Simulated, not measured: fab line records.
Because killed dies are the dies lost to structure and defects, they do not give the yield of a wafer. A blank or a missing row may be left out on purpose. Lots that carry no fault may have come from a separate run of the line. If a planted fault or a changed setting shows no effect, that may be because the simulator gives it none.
fab line records + flow ritCmos
[record]
- lots = 14
- wafers = 42
- lastDay = 7
route steps=202 shown NSD@139 M1@202
lots that met no fault: taken from a fault-free run of the same line
startH: start of the lot's first displayed wafer, in hours after the record's first day + waitH: hours since the lot's step before + " identical to the entry in the row above + L1.1+2: several wafers, shown together as one row + - no value present, or no start provided + * or withheld: withheld + < > ~ a bound
route shown NAME@n: names a module that has steps shown in the file, with the first one's number in the route + usual: mean and standard deviation over wafers with no fault + same: alike in all rows + chamber/n: place in a boat + sites: per-site readings + _std_site: standard deviation of those values + _edge_site: the outer-site mean with the inner-site mean subtracted + radiusMm: how far each site lies from the wafer's centre + mask NAME#n: copy n + behind: the last tool/chamber to shape the wafer + hold: reason for holding the lot/hours on hold/outcome of the hold + device: transistor that didn't switch, given as n, p or np + end of line: at the end of the route, the tests of the same wafers + a step without rows: its recipe alone + killed: the dies lost at the first sort to structure and to defects; this is not the yield of the wafer + map: the dies of a wafer, with x for killed, . for not killed, _ for no die there
set.NAME: the setting as run; set.NAME@STEP: as run at that earlier step + model.NAME: the simulator's own value behind a step, which no gauge read
one table for each step of the route and one row for each wafer, over a sample of lots
services: from which hour (startH, from the record's first day; less than 0 if before it) a tool's chamber was out of use, for how many hours, and why
[[steps]]
[step RIT_NSD_IMPLANT_08]
[recipe]
- species = P
- energyKev = 25
- doseCm2 = 1e+15
- tiltDeg = 7
[usual]
- beamEnergyKeV = 24.999/0.0088
| lot.wafer | tool         | chamber | startH | waitH | beamEnergyKeV |
|-----------|--------------|---------|--------|-------|---------------|
| L464.1    | implanter-01 | 0       | 52.13  | 0.1   | 24.993        |
| L464.4    | "            | 0       | "      | "     | 24.992        |
| L464.5    | "            | 0       | "      | "     | 25.002        |
| L465.1    | implanter-03 | 0       | 54.54  | 0.1   | 24.996        |
| L465.3    | "            | 0       | "      | "     | 24.988        |
| L465.6    | "            | 0       | "      | "     | 25.001        |
| L466.1    | implanter-03 | 0       | 60.38  | 0.1   | 24.987        |
| L466.2    | "            | 0       | "      | "     | 24.995        |
| L466.4    | "            | 0       | "      | "     | 24.990        |
| L469.1    | implanter-03 | 0       | 76.36  | 0.1   | 24.999        |
| L469.4    | "            | 0       | "      | "     | 25.014        |
| L469.5    | "            | 0       | "      | "     | 25.002        |
| L471.1    | implanter-02 | 0       | 87.66  | 0.1   | 24.997        |
| L471.5    | "            | 0       | "      | "     | 24.999        |
| L471.6    | "            | 0       | "      | "     | 24.996        |
| L472.2    | implanter-01 | 0       | 91.28  | 0.1   | 25.000        |
| L472.4    | "            | 0       | "      | "     | 24.995        |
| L472.5    | "            | 0       | "      | "     | 24.995        |
| L473.1    | implanter-02 | 0       | 97.02  | 0.1   | 24.998        |
| L473.3    | "            | 0       | "      | "     | 25.000        |
| L473.4    | "            | 0       | "      | "     | 24.992        |
| L474.2    | implanter-01 | 0       | 105.30 | 0.1   | 25.003        |
| L474.3    | "            | 0       | "      | "     | 24.987        |
| L474.4    | "            | 0       | "      | "     | 24.991        |
| L478.1    | implanter-03 | 0       | 124.83 | 0.1   | 24.998        |
| L478.5    | "            | 0       | "      | "     | 25.004        |
| L478.6    | "            | 0       | "      | "     | 25.004        |
| L481.3    | implanter-03 | 0       | 138.44 | 0.1   | 25.001        |
| L481.5    | "            | 0       | "      | "     | 25.004        |
| L481.6    | "            | 0       | "      | "     | 24.997        |
| L482.2    | implanter-03 | 0       | 142.61 | 0.1   | 23.021        |
| L482.3    | "            | 0       | "      | "     | 23.033        |
| L482.5    | "            | 0       | "      | "     | 23.013        |
| L485.2    | implanter-03 | 0       | 158.09 | 0.1   | 23.037        |
| L485.5    | "            | 0       | "      | "     | 23.022        |
| L485.6    | "            | 0       | "      | "     | 23.027        |
| L486.1    | implanter-02 | 0       | 160.00 | 0.1   | 25.008        |
| L486.3    | "            | 0       | "      | "     | 25.007        |
| L486.4    | "            | 0       | "      | "     | 25.005        |
| L487.4    | implanter-01 | 0       | 165.52 | 0.1   | 25.022        |
| L487.5    | "            | 0       | "      | "     | 25.009        |
| L487.6    | "            | 0       | "      | "     | 24.997        |
[step RIT_SDANNEAL_RS_MEAS_05]
[recipe]
- thkMeasGauge = four-point-probe
[usual]
- NSD_RS = 84.5/0.33
| lot.wafer | tool         | chamber | startH | waitH | NSD_RS[ohm/sq] |
|-----------|--------------|---------|--------|-------|----------------|
| L464.1    | filmMetro-04 | -       | 54.54  | 0.1   | 84.5           |
| L464.4    | "            | -       | "      | "     | 84.4           |
| L464.5    | "            | -       | "      | "     | 84.6           |
| L465.1    | filmMetro-03 | -       | 57.00  | 0.1   | 83.8           |
| L465.3    | "            | -       | "      | "     | 84.1           |
| L465.6    | "            | -       | "      | "     | 83.9           |
| L466.1    | filmMetro-03 | -       | 62.94  | 0.1   | 83.7           |
| L466.2    | "            | -       | "      | "     | 84.0           |
| L466.4    | "            | -       | "      | "     | 83.9           |
| L469.1    | filmMetro-03 | -       | 78.84  | 0.1   | 84.2           |
| L469.4    | "            | -       | "      | "     | 84.4           |
| L469.5    | "            | -       | "      | "     | 84.4           |
| L471.1    | filmMetro-03 | -       | 90.02  | 0.1   | 84.6           |
| L471.5    | "            | -       | "      | "     | 84.3           |
| L471.6    | "            | -       | "      | "     | 84.2           |
| L472.2    | filmMetro-03 | -       | 93.66  | 0.1   | 84.4           |
| L472.4    | "            | -       | "      | "     | 84.5           |
| L472.5    | "            | -       | "      | "     | 84.7           |
| L473.1    | filmMetro-03 | -       | 99.57  | 0.1   | 84.0           |
| L473.3    | "            | -       | "      | "     | 83.7           |
| L473.4    | "            | -       | "      | "     | 83.9           |
| L474.2    | filmMetro-04 | -       | 107.65 | 0.1   | 84.2           |
| L474.3    | "            | -       | "      | "     | 84.5           |
| L474.4    | "            | -       | "      | "     | 84.4           |
| L478.1    | filmMetro-03 | -       | 127.21 | 0.1   | 84.7           |
| L478.5    | "            | -       | "      | "     | 84.9           |
| L478.6    | "            | -       | "      | "     | 85.0           |
| L481.3    | filmMetro-04 | -       | 140.79 | 0.1   | 84.8           |
| L481.5    | "            | -       | "      | "     | 84.5           |
| L481.6    | "            | -       | "      | "     | 84.6           |
| L482.2    | filmMetro-04 | -       | 144.98 | 0.1   | 85.5           |
| L482.3    | "            | -       | "      | "     | 85.7           |
| L482.5    | "            | -       | "      | "     | 85.7           |
| L485.2    | filmMetro-03 | -       | 160.70 | 0.1   | 85.8           |
| L485.5    | "            | -       | "      | "     | 85.6           |
| L485.6    | "            | -       | "      | "     | 85.5           |
| L486.1    | filmMetro-04 | -       | 162.55 | 0.1   | 85.1           |
| L486.3    | "            | -       | "      | "     | 84.5           |
| L486.4    | "            | -       | "      | "     | 84.8           |
| L487.4    | filmMetro-01 | -       | 167.89 | 0.1   | 84.7           |
| L487.5    | "            | -       | "      | "     | 84.7           |
| L487.6    | "            | -       | "      | "     | 84.4           |
[step RIT_M1_PROBE_99]
[usual]
- killed_at_M0_to_M3 = 0.0/0.14
- killedAtContacts = 0.1/0.34
- killedAtFrontEnd = 6.6/2.7
- killedDies = 6.7/2.7
- killedOpen = 3.5/1.9
- killedShort = 3.1/1.8
[same]
- grossDies = 264
- killed_at_M4_up = 0
- killedAtBackSide = 0
- killedAtOther = 0
| lot.wafer | tool      | chamber | startH | waitH | killed_at_M0_to_M3 | killedAtContacts | killedAtFrontEnd | killedDies | killedOpen | killedShort |
|-----------|-----------|---------|--------|-------|--------------------|------------------|------------------|------------|------------|-------------|
| L478.1    | prober-02 | -       | 135.74 | 0.1   | 0                  | 0                | 5                | 5          | 5          | 0           |
| L478.5    | prober-02 | -       | 135.94 | 0.2   | 0                  | 0                | 6                | 6          | 5          | 1           |
| L478.6    | prober-02 | -       | 135.99 | 0.2   | 0                  | 0                | 5                | 5          | 1          | 4           |
// killed by level:class
L478.1 GATE:geometricParticle:open=3 FOX1:geometricParticle:open=1 SILICIDE:geometricParticle:open=1
L478.5 REOX:geometricParticle:open=3 SPACER:geometricParticle:open=1 SILICIDE:geometricParticle:short=1 SILICIDE:geometricParticle:open=1
L478.6 GATE:geometricParticle:short=2 FOX1:geometricParticle:short=1 GATE:geometricParticle:open=1 REOX:geometricParticle:short=1
[[services]]
| tool         | chamber | startH | hours | kind   |
|--------------|---------|--------|-------|--------|
| implanter-01 | -       | 50.78  | 1.3   | repair |
| implanter-03 | -       | 67.72  | 1.5   | repair |
| implanter-03 | -       | 88.98  | 2.4   | repair |
| implanter-03 | -       | 147.25 | 5.5   | pm     |
[[key]]
[firstSign]
- step = RIT_NSD_IMPLANT_08
- reading = beamEnergyKeV
- direction = down
- sigmas = 99+
- usual = 24.999
- struck = 23.026
[effect]
- step = RIT_SDANNEAL_RS_MEAS_05
- reading = NSD_RS
- direction = up
- sigmas = 3.4
- usual = 84.5
- struck = 85.6
metAt RIT_NSD_IMPLANT_08
struckLots L482,L485
testerLeftOut L482,L485
onsetBetween 138.44 142.61
[fault]
- kind = processParameterDrift
- tool = implanter-03
- chamber = -
- onsetH = 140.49
- steps = RIT_NSD_IMPLANT_08
- channel = energyKev
- offset = -1.9679
- shape = step
- endH = 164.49
- actsIn = theseRecipesOnly
- stated = 25
// testerLeftOut: of these lots the tester's yield and bins aren't shown, on N5 and GAA mostly nor the transistor test; their killed dies are dies lost to structure and defects alone, not to doping, threshold or leakage, so they don't give the yield
